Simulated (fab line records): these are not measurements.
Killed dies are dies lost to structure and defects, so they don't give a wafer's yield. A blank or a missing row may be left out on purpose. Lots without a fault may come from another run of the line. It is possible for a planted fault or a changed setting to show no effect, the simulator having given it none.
Chamber matching ; flow berkeleyCmos170 ; 4 sister chambers for UCB170_PWELL_ETCH_14 on rieDiel-01
The step etches Si3N4 in CH3F/Ar/O2, stops on SiO2, target depth 242 nm, time 151 s. 16 wafers are shown with their chamber, then 8 later ones without.

== WAFERS PAIRED WITH THEIR CHAMBERS ==
wafer;chamber;drypumpMotorCurrentA (A);throttleValvePct (%);oesProductAu (a.u.)
L355.1;0;5.9;8.08;0.947
L355.4;3;5.7;7.78;0.963
L355.5;3;5.7;7.78;0.977
L356.1;0;5.8;8.08;0.946
L356.3;1;5.2;8.07;0.948
L356.4;2;4.9;8.09;0.945
L357.1;2;4.9;8.10;0.945
L357.3;3;5.7;7.79;0.963
L357.5;1;5.2;8.08;0.936
L358.2;3;5.7;7.79;0.956
L358.4;2;4.9;8.09;0.929
L358.5;1;5.2;8.08;0.930
L361.1;0;5.8;8.07;0.947
L361.4;2;4.9;8.12;0.933
L361.5;1;5.2;8.07;0.941
L369.1;3;5.7;7.79;0.946

SIGNATURES (means of the wafers above)
reading;chamber 0;chamber 1;chamber 2;chamber 3;scatter within a chamber
drypumpMotorCurrentA;5.833;5.200;4.900;5.700;0.0236
throttleValvePct;8.0767;8.0750;8.1000;7.7860;0.0086
oesProductAu;0.94667;0.93875;0.93800;0.96100;0.00863
Rule: for a wafer and a chamber, the distance is found by dividing, reading by reading, the gap between the wafer's reading and the chamber's mean by the reading's scatter, squaring, summing and taking the root. If the next closest chamber is less than 2 further off than the closest, the wafer can't be placed; otherwise it belongs to the closest. The scatter is the square root of a quotient: the sum, over the shown wafers, of each reading's squared deviation from its chamber's mean, divided by wafers minus chambers.

== WAFERS WITHOUT THEIR CHAMBER ==
wafer;drypumpMotorCurrentA (A);throttleValvePct (%);oesProductAu (a.u.)
L369.5;5.2;8.07;0.921
L369.6;5.8;8.08;0.938
L371.2;4.9;8.10;0.933
L371.4;5.7;7.79;0.962
L371.6;5.8;8.08;0.940
L374.3;5.7;7.79;0.968
L374.5;5.2;8.07;0.954
L374.6;4.9;8.08;0.952

== EACH ONE'S CHAMBER ==
wafer;from the rows above;in truth
L369.5;1;1
L369.6;0;0
L371.2;2;2
L371.4;3;3
L371.6;0;0
L374.3;3;3
L374.5;1;1
L374.6;2;2
Correct placement for 8 of the 8. Can't be placed from these rows: 0. Placed wrongly: 0.
